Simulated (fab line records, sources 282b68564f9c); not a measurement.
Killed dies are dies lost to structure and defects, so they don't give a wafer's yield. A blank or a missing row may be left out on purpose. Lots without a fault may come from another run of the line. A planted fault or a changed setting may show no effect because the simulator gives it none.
fab line records | flow rit_cmos
record lots=7 wafers=21 last_day=7
route steps=202 shown PRETRO@70 GATE@75 FOX2@80
lots that met no fault: from a run of the same line without faults
start_h: hours from the record's first day to the start of the lot's first wafer shown | wait_h: hours since the lot's step before | " the same as in the row above | L1.1+2: a row that stands for several wafers | - no value, or no start given | * or withheld: withheld | < > ~ a bound
route shown NAME@n: a module of which the file shows steps, and the number in the route of the first | usual: mean/standard deviation of fault-free wafers | same: alike in all rows | chamber/n: place in a boat | sites: the reading at each site | _std_site: their standard deviation | _edge_site: outer sites' mean less inner sites' | radius_mm: how far each site lies from the wafer's centre | mask NAME#n: copy n | behind: the tool/chamber that last shaped the wafer | hold: why the lot was held/for how many hours/how that ended | device: the transistor (n, p or np) that didn't switch | end of line: the same wafers' tests at the end of the route | a step without rows: its recipe alone | killed: dies lost to structure and defects at the first sort, not the wafer's yield | map: a wafer's dies, x killed, . not, _ none there
set.NAME: the setting as run; set.NAME@STEP: as run at that earlier step | model.NAME: the simulator's own value behind a step, which no gauge read
lots at some steps of the route; a table a step, a row a wafer
services: from which hour (start_h, from the record's first day; less than 0 if before it) a tool's chamber was out of use, for how many hours, and why
## steps
# step RIT_PRETRO_OVL_MEAS_06
# usual PRETRO_OVL=0.3/1.4
# columns lot.wafer tool chamber start_h wait_h PRETRO_OVL[nm]
L757.1 overlay-02 - 36.74 - 0.8
L757.2 " - " " 1.8
L757.4 " - " " 3.4
L763.3 overlay-02 - 65.39 - -0.6
L763.5 " - " " -2.3
L763.6 " - " " -1.4
L772.2 overlay-02 - 112.00 - -0.6
L772.3 " - " " -0.3
L772.5 " - " " -0.1
L773.1 overlay-01 - 117.26 - -2.7
L773.2 " - " " -1.0
L773.5 " - " " -1.8
L774.1 overlay-01 - 122.34 - 1.7
L774.2 " - " " 1.7
L774.3 " - " " 1.4
L775.1 overlay-01 - 126.07 - 1.1
L775.2 " - " " 0.2
L775.4 " - " " 0.7
L777.2 overlay-01 - 137.15 - 1.2
L777.4 " - " " 2.5
L777.5 " - " " 2.1
# step RIT_PRETRO_HARDBAKE_07
# recipe resist=NOVOLAK temp_c=140 time_s=120
# step RIT_PRETRO_IMPLANT_08
# recipe species=B energy_kev=45 dose_cm2=1.2e+13 tilt_deg=7
# step RIT_PRETRO_STRIP_09
# recipe chemistry=O2 time_s=180 resist=NOVOLAK platen_temp_c=withheld power_w=500 pressure_mtorr=4000 o2_flow_sccm=4000
# usual drypump_motor_current_A=5.9/0.38
# columns lot.wafer tool chamber start_h wait_h drypump_motor_current_A rf_hours_counter_h
L757.1 plasma_asher-03 1 37.17 0.1 6.0 40
L757.2 " 0 " " 5.8 40
L757.4 " 1 " " 6.1 -
L763.3 plasma_asher-01 0 65.88 0.1 6.5 -
L763.5 " 0 " " 6.5 -
L763.6 " 1 " " 5.2 -
L772.2 plasma_asher-03 0 112.43 0.1 5.8 48
L772.3 " 1 " " 6.1 -
L772.5 " 0 " " 5.8 -
L773.1 plasma_asher-03 0 117.70 0.1 5.8 49
L773.2 " 1 " " 6.1 49
L773.5 " 1 " " 6.1 -
L774.1 plasma_asher-01 0 122.77 0.1 6.4 1
L774.2 " 1 " " 5.2 1
L774.3 " 0 " " 6.4 -
L775.1 plasma_asher-01 1 126.51 0.1 5.2 1
L775.2 " 0 " " 6.5 1
L775.4 " 0 " " 6.4 -
L777.2 plasma_asher-03 0 137.58 0.1 5.8 51
L777.4 " 1 " " 6.1 -
L777.5 " 1 " " 6.1 -
# step RIT_PRETRO_TW_MEAS_10
# usual PRETRO_TW=480/3.5
# columns lot.wafer tool chamber start_h wait_h PRETRO_TW
L757.1 film_metro-02 - 37.35 0.1 475
L757.2 " - " " 476
L757.4 " - " " 477
L763.3 film_metro-01 - 66.02 0.1 482
L763.5 " - " " 481
L763.6 " - " " 481
L772.2 film_metro-01 - 112.61 0.1 483
L772.3 " - " " 482
L772.5 " - " " 484
L773.1 film_metro-01 - 117.88 0.1 482
L773.2 " - " " 484
L773.5 " - " " 482
L774.1 film_metro-01 - 122.95 0.1 481
L774.2 " - " " 482
L774.3 " - " " 486
L775.1 film_metro-01 - 126.69 0.1 484
L775.2 " - " " 483
L775.4 " - " " 483
L777.2 film_metro-02 - 137.76 0.1 475
L777.4 " - " " 476
L777.5 " - " " 476
# step RIT_GATE_WET_ETCH_00
# recipe chemistry=BOE target=SiO2 target_depth_nm=56 time_s=60 dry=n2_spin dilution=10:1 temp_c=21.5
# step RIT_GATE_CLEAN_01
# recipe chemistry=SC1 mix=3:3:50 time_s=600 temp_c=75
# step RIT_GATE_CLEAN_02
# recipe chemistry=dHF dilution=50:1 time_s=30
# step RIT_GATE_CLEAN_03
# recipe chemistry=SC2 mix=3:3:50 time_s=600 temp_c=75 dry=n2_spin
# step RIT_GATE_CLEAN_04
# recipe chemistry=dHF dilution=50:1 time_s=60 dry=n2_spin
# step RIT_FOX2_THK_MEAS_91
# recipe reads=SiO2_of_FOX2_OXIDATION_00
# usual FIELD_OXIDE_LEFT_2_THK=255/6.3
# columns lot.wafer tool chamber start_h wait_h FIELD_OXIDE_LEFT_2_THK[nm]
L757.1 film_metro-02 - 37.84 0.0 249
L757.2 " - " " 250
L757.4 " - " " 252
L763.3 film_metro-01 - 66.49 0.0 254
L763.5 " - " " 252
L763.6 " - " " 252
L772.2 film_metro-03 - 113.11 0.0 260
L772.3 " - " " 252
L772.5 " - " " 250
L773.1 film_metro-01 - 118.38 0.0 252
L773.2 " - " " 254
L773.5 " - " " 250
L774.1 film_metro-01 - 123.44 0.0 250
L774.2 " - " " 247
L774.3 " - " " 248
L775.1 film_metro-01 - 127.16 0.0 262
L775.2 " - " " 259
L775.4 " - " " 258
L777.2 film_metro-02 - 138.27 0.0 259
L777.4 " - " " 266
L777.5 " - " " 265
# step RIT_GATE_OXIDATION_05
# recipe temp_c=900 ambient=O2 target_thk_a=30 ox_time_s=270
# step RIT_GATE_ANNEAL_06
# recipe temp_c=900 time_s=600 ambient=N2O
# usual run_length_s=878/5.8 spike_tc_centre_C=901.7/1.3
# columns lot.wafer tool chamber start_h wait_h run_length_s spike_tc_centre_C
L757.1 furnace-03 0 39.54 0.0 874 899.4
L757.2 " 0 " " 874 902.5
L757.4 " 0 " " 874 901.6
L763.3 furnace-04 0 67.61 0.0 880 901.1
L763.5 " 0 " " 880 902.5
L763.6 " 0 " " 880 900.3
L772.2 furnace-04 - 114.23 0.0 - -
L772.3 " - " " - -
L772.5 " - " " - -
L773.1 furnace-03 - 120.39 0.0 - -
L773.2 " - " " - -
L773.5 " - " " - -
L774.1 furnace-03 - 124.58 0.0 - -
L774.2 " - " " - -
L774.3 " - " " - -
L775.1 furnace-02 0 128.30 0.0 877 904.8
L775.2 " 0 " " 877 902.9
L775.4 " 0 " " 877 904.2
L777.2 furnace-03 0 139.39 0.0 869 901.9
L777.4 " 0 " " 869 904.4
L777.5 " 0 " " 869 901.0
# step RIT_GATE_THK_MEAS_07
# recipe reads=SiO2_of_GATE_OXIDATION_05
# usual GATE_OXIDE_THK=3.03/0.06
# columns lot.wafer tool chamber start_h wait_h GATE_OXIDE_THK[nm]
L757.1 film_metro-01 - 39.79 0.0 2.99
L757.2 " - " " 3.03
L757.4 " - " " 3.00
L763.3 film_metro-02 - 67.88 0.0 2.92
L763.5 " - " " 2.99
L763.6 " - " " 2.97
L772.2 film_metro-02 - 114.49 0.0 3.06
L772.3 " - " " 3.07
L772.5 " - " " 3.04
L773.1 film_metro-01 - 120.64 0.0 3.10
L773.2 " - " " 2.97
L773.5 " - " " 3.07
L774.1 film_metro-03 - 124.83 0.0 3.04
L774.2 " - " " 3.12
L774.3 " - " " 3.12
L775.1 film_metro-01 - 128.55 0.0 3.07
L775.2 " - " " 3.09
L775.4 " - " " 3.03
L777.2 film_metro-01 - 139.65 0.0 3.06
L777.4 " - " " 3.11
L777.5 " - " " 3.14
## services
# columns tool chamber start_h hours kind
plasma_asher-01 - 108.75 9.0 pm
plasma_asher-01 0 108.75 9.0 vent_cycle
plasma_asher-01 1 108.75 9.0 vent_cycle
furnace-02 - 114.45 3.5 pm
furnace-02 - 115.64 4.0 repair
plasma_asher-01 0 117.75 - clean
plasma_asher-01 1 117.75 - clean
## key
first_sign step=RIT_GATE_ANNEAL_06 reading=tool_record direction=missing
effect none on later readings
met_at RIT_GATE_ANNEAL_06
struck_wafers L772.2,L772.3,L772.5,L773.1,L773.2,L773.5,L774.1,L774.2,L774.3
later_rows_left_out L772.2,L772.3,L772.5,L773.1,L773.2,L773.5,L774.1,L774.2,L774.3
sort_left_out L772.2,L772.3,L772.5,L773.1,L773.2,L773.5,L774.1,L774.2,L774.3
tester_left_out L772,L773,L774
onset_between 67.61 114.23
fault kind=skipped_step_whole tool=furnace-03,furnace-04 chamber=- onset_h=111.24 steps=RIT_GATE_ANNEAL_06 scope=struck_lots_only
# tester_left_out: of these lots the tester's yield and bins aren't shown, on N5 and GAA mostly nor the transistor test; their killed dies are dies lost to structure and defects alone, not to doping, threshold or leakage, so they don't give the yield
# sort_left_out: the simulated sort isn't trusted on such a fault, so these wafers' sort isn't shown, and their yield isn't known
# later_rows_left_out: the simulator's readings of these wafers behind a module that went badly wrong aren't trusted and aren't shown, but for the sort
